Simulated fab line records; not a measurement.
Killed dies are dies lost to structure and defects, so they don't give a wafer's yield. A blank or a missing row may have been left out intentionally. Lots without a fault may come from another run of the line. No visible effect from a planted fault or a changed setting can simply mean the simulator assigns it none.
A lot that was struck, set against a sound lot    flow ritCmos    19 steps out of a route of 202
Sound: wafers L235.2, L235.5, L235.6. The struck wafers were L251.2, L251.3, L251.6. At the end, the cause is stated.
Per side, at each step with rows, come the tool, then ch with its chambers, and then its first start. Under that, the readings that differ: sound wafers    struck wafers    difference of the means    sigmas: that difference in standard deviations of wafers without a fault.
alike: readings whose means differ by less than 2 such deviations, and words and numbers that are the same on both sides. not compared: withheld readings, readings that some wafer has no value for, bounds like >300 that may hide the same value, and numbers for which the record gives no deviation and whose values overlap.
A row with sigmas, a row that says differs or no value, or rows on one side alone: a step with any of these is where the two part. Non-overlapping numbers with no deviation appear without sigmas and do not part them. A reading that every wafer of one side lacks parts them only if that side has two wafers or more.

first, 1 step without rows for these wafers: RIT_SILICIDE_WET_ETCH_00 (etches SiO2 in BOE, target depth 14 nm, time 15.5 s).
RIT_SILICIDE_SPUTTER_01: material Ti, target thk 30 nm, time 240 s.
  sound: pvdSputter-01 at day 3 18:44; struck: pvdSputter-01 at day 7 01:53
  alike: throttleValvePct
RIT_SILICIDE_RS_MEAS_02: uses a four-point probe to measure.
  sound: filmMetro-04 at day 3 18:54; struck: filmMetro-03 at day 7 02:04
  alike: SILICIDE_TI_RS
RIT_SILICIDE_THK_MEAS_03: measures by xrf.
  sound: filmMetro-04 at day 3 19:01; struck: filmMetro-03 at day 7 02:10
  alike: SILICIDE_TI_THK
RIT_SILICIDE_RTA_04: time 10 s, ramp up 5 s, ramp down 5 s.
  sound on rtpAnneal-01 ch 0, day 3 19:04; struck on rtpAnneal-02 ch 0, day 7 02:14
  alike: wafer_temp_C_max
then, 1 step without rows for these wafers: RIT_SILICIDE_WET_ETCH_05 (etches Ti in SPM, time 120 s).
RIT_SILICIDE_RTA_06: time 10 s, ramp up 5 s, ramp down 10 s.
  sound on rtpAnneal-02 ch 0, day 3 19:11; struck on rtpAnneal-01 ch 0, day 7 02:20
reading           sound              struck             difference  sigmas
wafer_temp_C_max  751.3 753.0 752.1  755.5 755.6 756.2  +3.6        +2
RIT_CONTACT_CVD_00: deposits SiO2 from TEOS, target thk 400 nm, time 61 s.
  sound on pecvd-02 ch 0,1,2, day 3 19:14; struck on pecvd-03 ch 0,1, day 7 02:24
  alike: heaterPowerW
RIT_CONTACT_THK_MEAS_01:
  sound: filmMetro-02 at day 3 19:17; struck: filmMetro-01 at day 7 02:28
  alike: CONTACT_TEOS_THK
then, 3 steps without rows for these wafers: RIT_CONTACT_HMDS_02 (prime time 60 s); RIT_CONTACT_COAT_03 (resist thk 1000 nm); RIT_CONTACT_SOFTBAKE_04 (time 60 s).
RIT_CONTACT_EXPOSE_05: exposes mask M11, target cd 1000 nm.
  sound on ilineStepper-02 ch 0, day 3 19:49; struck on ilineStepper-01 ch 0, day 7 02:59
reading                        sound                 struck             difference  sigmas
model.CONTACT.overlayXNm (nm)  0.6199 0.6199 0.6199  240.2 240.2 240.2  +239.6      
  alike: mask, stageVelMmS
then, 2 steps without rows for these wafers: RIT_CONTACT_PEB_06; RIT_CONTACT_DEVELOP_07 (develop time 120 s).
RIT_CONTACT_CD_MEAS_08: the cd target is 1000 nm.
  sound: cdSem-02 at day 3 20:20; struck: cdSem-01 at day 7 03:41
  alike: cdNm
RIT_CONTACT_OVL_MEAS_09:
  sound: overlay-01 at day 3 20:26; struck: overlay-02 at day 7 03:47
reading           sound           struck             difference  sigmas
CONTACT_OVL (nm)  -3.5 -1.9 -1.6  240.0 241.3 241.2  +243.2      +99 or more
then, 1 step without rows for these wafers: RIT_CONTACT_HARDBAKE_10 (time 60 s).
RIT_M1_PROBE_99:
  sound: prober-02 at day 4 01:47; struck: prober-02 at day 7 09:21
reading                                 sound                struck                difference  sigmas
model.etest.pplusSal.widthNm (nm)       3421 3418 3435       3413 3417 3376        -23         
model.etest.nplusSal.widthNm (nm)       3435 3442 3430       3407 3410 3392        -33         
model.etest.nmos_0p15.junctionLog10AUm  -13.6 -13.27 -13.43  -12.26 -12.19 -12.21  +1.21       
model.etest.contactToGate.short         0 0 0                1 1 1                 +1          
model.etest.contactToGate.overLimit     0 0 0                1 1 1                 +1          
model.etest.nmosNarrow.offLog10AUm      -13.3 -13.21 -13.13  -12.24 -12.15 -12.19  +1.02       
  alike: killedAtContacts, killedAtFrontEnd, killedDies, killedOpen, killedShort
  not compared: model.etest.pldd.widthNm, model.etest.nldd.widthNm

## WHERE THEY PART
At RIT_SILICIDE_RTA_06 first; at RIT_CONTACT_OVL_MEAS_09 last (within this record only). Later steps at which nothing parts them and some readings are alike: RIT_M1_PROBE_99.

WHY: what had been put in by the simulator
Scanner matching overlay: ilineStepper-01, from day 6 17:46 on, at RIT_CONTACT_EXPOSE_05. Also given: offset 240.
